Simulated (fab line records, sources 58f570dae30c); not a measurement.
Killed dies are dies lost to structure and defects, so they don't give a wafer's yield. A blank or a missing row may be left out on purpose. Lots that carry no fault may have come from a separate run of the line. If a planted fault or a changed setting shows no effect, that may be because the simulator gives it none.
The tool behind it: which one? :: flow berkeleyCmos170 :: 13 lots, 39 wafers sampled, at 5 steps of a route of 331

== WHAT THE GAUGES SHOWED, per wafer ==
UCB170_PWELL_THK_MEAS_03.
lot: L861
measured: day 3 02:18
on: filmMetro-01
PWELL_OXIDE_THK (nm): 25.8 26.0 26.3

lot: L864
measured: day 3 16:04
on: filmMetro-03
PWELL_OXIDE_THK (nm): 25.8 26.2 26.0

lot: L865
measured: day 3 16:08
on: filmMetro-04
PWELL_OXIDE_THK (nm): 26.4 26.2 26.1

lot: L867
measured: day 4 00:31
on: filmMetro-03
PWELL_OXIDE_THK (nm): 26.0 26.5 26.2

lot: L868
measured: day 4 11:57
on: filmMetro-04
PWELL_OXIDE_THK (nm): 26.5 26.3 26.3

lot: L869
measured: day 4 11:59
on: filmMetro-03
PWELL_OXIDE_THK (nm): 26.1 25.5 25.8

lot: L872
measured: day 4 22:22
on: filmMetro-03
PWELL_OXIDE_THK (nm): 26.2 26.6 25.9

lot: L875
measured: day 5 20:38
on: filmMetro-03
PWELL_OXIDE_THK (nm): 25.5 25.5 25.7

lot: L878
measured: day 6 04:57
on: filmMetro-03
PWELL_OXIDE_THK (nm): 25.9 25.9 25.8

lot: L879
measured: day 6 16:37
on: filmMetro-04
PWELL_OXIDE_THK (nm): 26.1 26.3 26.1

lot: L880
measured: day 6 16:38
on: filmMetro-01
PWELL_OXIDE_THK (nm): 26.1 26.0 26.2

lot: L882
measured: day 7 08:47
on: filmMetro-01
PWELL_OXIDE_THK (nm): 26.6 26.2 26.1

lot: L883
measured: day 7 14:53
on: filmMetro-01
PWELL_OXIDE_THK (nm): 26.3 26.5 26.4

UCB170_ACTIVE_CD_MEAS_13 targets a cd of 1200 nm.
lot: L861
measured: day 4 16:23
on: cdSem-02
cdNm (nm): 1199.5 1199.2 1198.7

lot: L864
measured: day 5 03:16
on: cdSem-02
cdNm (nm): 1198.4 1200.3 1201.3

lot: L865
measured: day 5 12:16
on: cdSem-02
cdNm (nm): 1200.4 1200.3 1199.9

lot: L867
measured: day 5 12:35
on: cdSem-02
cdNm (nm): 1198.4 1196.8 1198.0

lot: L868
measured: day 5 21:28
on: cdSem-02
cdNm (nm): 1198.6 1198.7 1198.1

lot: L869
measured: day 5 21:08
on: cdSem-02
cdNm (nm): 1199.8 1198.6 1198.0

lot: L872
measured: day 6 09:21
on: cdSem-02
cdNm (nm): 1198.7 1199.8 1198.4

lot: L875
measured: day 7 10:10
on: cdSem-02
cdNm (nm): 1201.4 1200.6 1201.7

lot: L878
measured: day 7 16:41
on: cdSem-01
cdNm (nm): 1198.4 1200.0 1200.5

lot: L879
measured: day 8 08:25
on: cdSem-01
cdNm (nm): 1200.5 1199.6 1200.3

lot: L880
measured: day 8 08:13
on: cdSem-02
cdNm (nm): 1200.3 1200.9 1201.2

lot: L882
measured: day 8 21:35
on: cdSem-02
cdNm (nm): 1200.8 1200.3 1202.6

lot: L883
measured: day 9 03:47
on: cdSem-02
cdNm (nm): 1200.9 1200.8 1200.4

UCB170_NSD_CD_MEAS_06 targets a cd of 1200 nm.
lot: L861
measured: day 6 20:31
on: cdSem-02
cdNm (nm): 1200.8 1201.5 1201.6

lot: L864
measured: day 7 19:33
on: cdSem-02
cdNm (nm): 1199.8 1201.5 1201.5

lot: L865
measured: day 8 01:53
on: cdSem-02
cdNm (nm): 1199.3 1199.7 1200.8

lot: L867
measured: day 8 01:37
on: cdSem-02
cdNm (nm): 1198.0 1196.9 1198.7

lot: L868
measured: day 8 09:07
on: cdSem-02
cdNm (nm): 1197.7 1199.0 1198.5

lot: L869
measured: day 8 09:25
on: cdSem-01
cdNm (nm): 1197.2 1197.4 1196.2

lot: L872
measured: day 9 00:08
on: cdSem-02
cdNm (nm): 1201.1 1200.4 1200.9

lot: L875
measured: day 9 23:08
on: cdSem-01
cdNm (nm): 1214.9 1204.3 1203.8 1215.1 1204.8 1204.1

lot: L878
measured: day 10 05:03
on: cdSem-01
cdNm (nm): 1200.3 1201.5 1200.6

lot: L879
measured: day 10 17:37
on: cdSem-01
cdNm (nm): 1198.6 1198.2 1198.3

lot: L880
measured: day 10 17:56
on: cdSem-02
cdNm (nm): 1196.5 1197.9 1196.4

lot: L882
measured: day 11 03:20
on: cdSem-02
cdNm (nm): 1201.2 1200.7 1198.9

lot: L883
measured: day 11 13:44
on: cdSem-01
cdNm (nm): 1197.6 1198.6 1198.1

== WHICH TOOL RAN EACH LOT (tool, then ch and the chambers of the sampled wafers, then the start) ==
lot: L861
UCB170_ACTIVE_ETCH_15: rieDiel-02 ch 1,2,3, day 4 16:31
UCB170_NSD_EXPOSE_03: krfScanner-02 ch 0, day 6 20:07

lot: L864
UCB170_ACTIVE_ETCH_15: rieDiel-02 ch 1,3, day 5 03:26
UCB170_NSD_EXPOSE_03: krfScanner-01 ch 0, day 7 18:33

lot: L865
UCB170_ACTIVE_ETCH_15: rieDiel-03 ch 0,1,3, day 5 12:25
UCB170_NSD_EXPOSE_03: krfScanner-02 ch 0, day 8 01:28

lot: L867
UCB170_ACTIVE_ETCH_15: rieDiel-03 ch 0,3, day 5 12:44
UCB170_NSD_EXPOSE_03: krfScanner-01 ch 0, day 8 01:13

lot: L868
UCB170_ACTIVE_ETCH_15: rieDiel-01 ch 0,2,3, day 5 21:38
UCB170_NSD_EXPOSE_03: krfScanner-01 ch 0, day 8 08:43

lot: L869
UCB170_ACTIVE_ETCH_15: rieDiel-03 ch 0,2,3, day 5 21:14
UCB170_NSD_EXPOSE_03: krfScanner-02 ch 0, day 8 09:01

lot: L872
UCB170_ACTIVE_ETCH_15: rieDiel-01 ch 0,1,2, day 6 09:29
UCB170_NSD_EXPOSE_03: krfScanner-02 ch 0, day 8 23:38

lot: L875
UCB170_ACTIVE_ETCH_15: rieDiel-01 ch 0,1, day 7 10:19
UCB170_NSD_EXPOSE_03: krfScanner-02 ch 0, day 9 22:44

lot: L878
UCB170_ACTIVE_ETCH_15: rieDiel-01 ch 2,3, day 7 16:50
UCB170_NSD_EXPOSE_03: krfScanner-01 ch 0, day 10 04:34

lot: L879
UCB170_ACTIVE_ETCH_15: rieDiel-02 ch 1,2,3, day 8 08:34
UCB170_NSD_EXPOSE_03: krfScanner-01 ch 0, day 10 17:12

lot: L880
UCB170_ACTIVE_ETCH_15: rieDiel-01 ch 0,1,2, day 8 08:19
UCB170_NSD_EXPOSE_03: krfScanner-01 ch 0, day 10 17:28

lot: L882
UCB170_ACTIVE_ETCH_15: rieDiel-01 ch 0,1,3, day 8 21:43
UCB170_NSD_EXPOSE_03: krfScanner-01 ch 0, day 11 02:37

lot: L883
UCB170_ACTIVE_ETCH_15: rieDiel-03 ch 0,2,3, day 9 03:56
UCB170_NSD_EXPOSE_03: krfScanner-01 ch 0, day 11 13:20
- UCB170_ACTIVE_ETCH_15: etches Si3N4 in CH3F/Ar/O2, stops on SiO2, target depth 242 nm, time 151 s.
- UCB170_NSD_EXPOSE_03: exposes mask NSELECT MOD, target cd 1200 nm.

== AS READ BY THE TOOLS THEMSELVES (means over the sampled wafers that have a number; for cases with no such wafer, the mark the record gives instead) ==
UCB170_ACTIVE_ETCH_15.
lot: L861
tool: rieDiel-02
drypumpMotorCurrentA (A): 5.4
oesProductAu (a.u.): 0.946
throttleValvePct (%): 8.12

lot: L864
tool: rieDiel-02
drypumpMotorCurrentA (A): 5.5
oesProductAu (a.u.): 0.933
throttleValvePct (%): 8.10

lot: L865
tool: rieDiel-03
drypumpMotorCurrentA (A): 5.9
oesProductAu (a.u.): 0.953
throttleValvePct (%): 8.11

lot: L867
tool: rieDiel-03
drypumpMotorCurrentA (A): 5.8
oesProductAu (a.u.): 0.944
throttleValvePct (%): 8.17

lot: L868
tool: rieDiel-01
drypumpMotorCurrentA (A): 5.9
oesProductAu (a.u.): 0.930
throttleValvePct (%): 8.15

lot: L869
tool: rieDiel-03
drypumpMotorCurrentA (A): 5.8
oesProductAu (a.u.): 0.945
throttleValvePct (%): 8.05

lot: L872
tool: rieDiel-01
drypumpMotorCurrentA (A): 5.6
oesProductAu (a.u.): 0.936
throttleValvePct (%): 8.17

lot: L875
tool: rieDiel-01
drypumpMotorCurrentA (A): 5.6
oesProductAu (a.u.): 0.937
throttleValvePct (%): 8.13

lot: L878
tool: rieDiel-01
drypumpMotorCurrentA (A): 5.9
oesProductAu (a.u.): 0.938
throttleValvePct (%): 8.09

lot: L879
tool: rieDiel-02
drypumpMotorCurrentA (A): 5.4
oesProductAu (a.u.): 0.941
throttleValvePct (%): 8.12

lot: L880
tool: rieDiel-01
drypumpMotorCurrentA (A): 5.6
oesProductAu (a.u.): 0.945
throttleValvePct (%): 8.16

lot: L882
tool: rieDiel-01
drypumpMotorCurrentA (A): 5.6
oesProductAu (a.u.): 0.943
throttleValvePct (%): 8.09

lot: L883
tool: rieDiel-03
drypumpMotorCurrentA (A): 5.8
oesProductAu (a.u.): 0.942
throttleValvePct (%): 8.04

UCB170_NSD_EXPOSE_03.
lot: L861
tool: krfScanner-02
exposureDoseMJCm2: 29.985
stageVelMmS (mm/s): 499.83

lot: L864
tool: krfScanner-01
exposureDoseMJCm2: 29.981
stageVelMmS (mm/s): 499.89

lot: L865
tool: krfScanner-02
exposureDoseMJCm2: 30.008
stageVelMmS (mm/s): 500.02

lot: L867
tool: krfScanner-01
exposureDoseMJCm2: 29.975
stageVelMmS (mm/s): 500.25

lot: L868
tool: krfScanner-01
exposureDoseMJCm2: 30.014
stageVelMmS (mm/s): 499.86

lot: L869
tool: krfScanner-02
exposureDoseMJCm2: 29.969
stageVelMmS (mm/s): 500.49

lot: L872
tool: krfScanner-02
exposureDoseMJCm2: 29.943
stageVelMmS (mm/s): 500.19

lot: L875
tool: krfScanner-02
exposureDoseMJCm2: 29.696
stageVelMmS (mm/s): 499.99

lot: L878
tool: krfScanner-01
exposureDoseMJCm2: 29.958
stageVelMmS (mm/s): 500.65

lot: L879
tool: krfScanner-01
exposureDoseMJCm2: 29.960
stageVelMmS (mm/s): 500.14

lot: L880
tool: krfScanner-01
exposureDoseMJCm2: 29.956
stageVelMmS (mm/s): 500.19

lot: L882
tool: krfScanner-01
exposureDoseMJCm2: 30.008
stageVelMmS (mm/s): 500.01

lot: L883
tool: krfScanner-01
exposureDoseMJCm2: 29.986
stageVelMmS (mm/s): 499.59

== THE ANSWER, worked out from the rows above alone ==
Rule: the usual values come from the lots themselves. Put in order of their means at a reading, lots are off if they are a third of the lots or fewer, leave a main group of 4 or more, and stand apart from it by a gap of 3 or more times the standard deviation of the main group's means; of several such gaps the widest counts. If all means in a main group match to the digits the tables above print for the reading, that group is not used. A lot without any number at a reading at which 4 lots or more have one is off too. The other lots that the step has rows for count as sound. The gauges are gone through in route order, then the tools' own readings, and for those a lot's mean is taken as printed above. The first step at which some lot is off is used, and at that step the reading that is off furthest; a lot without a number counts as furthest.
Off at UCB170_NSD_CD_MEAS_06 (cdNm): L875. The main group has a mean of 1199.2 nm with a standard deviation of 1.5.
If a tool, at a process step before that reading, ran all the lots that are off and no sound lot after the first of them, it fits. The gauges at UCB170_NSD_CD_MEAS_06 aren't tried: what is off there is off at UCB170_NSD_EXPOSE_03 too, on other tools, and a gauge's error can't cause that. One fits: krfScanner-02 at UCB170_NSD_EXPOSE_03. A fault onset in the window from L872 (day 8 23:38, its last sound lot) to L875 (day 9 22:44, its first lot off) fits.
The tool's own readings at UCB170_NSD_EXPOSE_03 bear it out: on the lots that are off they differ by more than 5 times the standard deviation of the sound lots' means. exposureDoseMJCm2 reads 29.696 there against 29.979 on the sound lots.

== WHAT THE SIMULATOR HAD PUT IN ==
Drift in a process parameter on krfScanner-02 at UCB170_NSD_EXPOSE_03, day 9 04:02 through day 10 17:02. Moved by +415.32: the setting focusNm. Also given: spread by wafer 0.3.
Shown lots that were struck: L875. The same result came from the rule above.
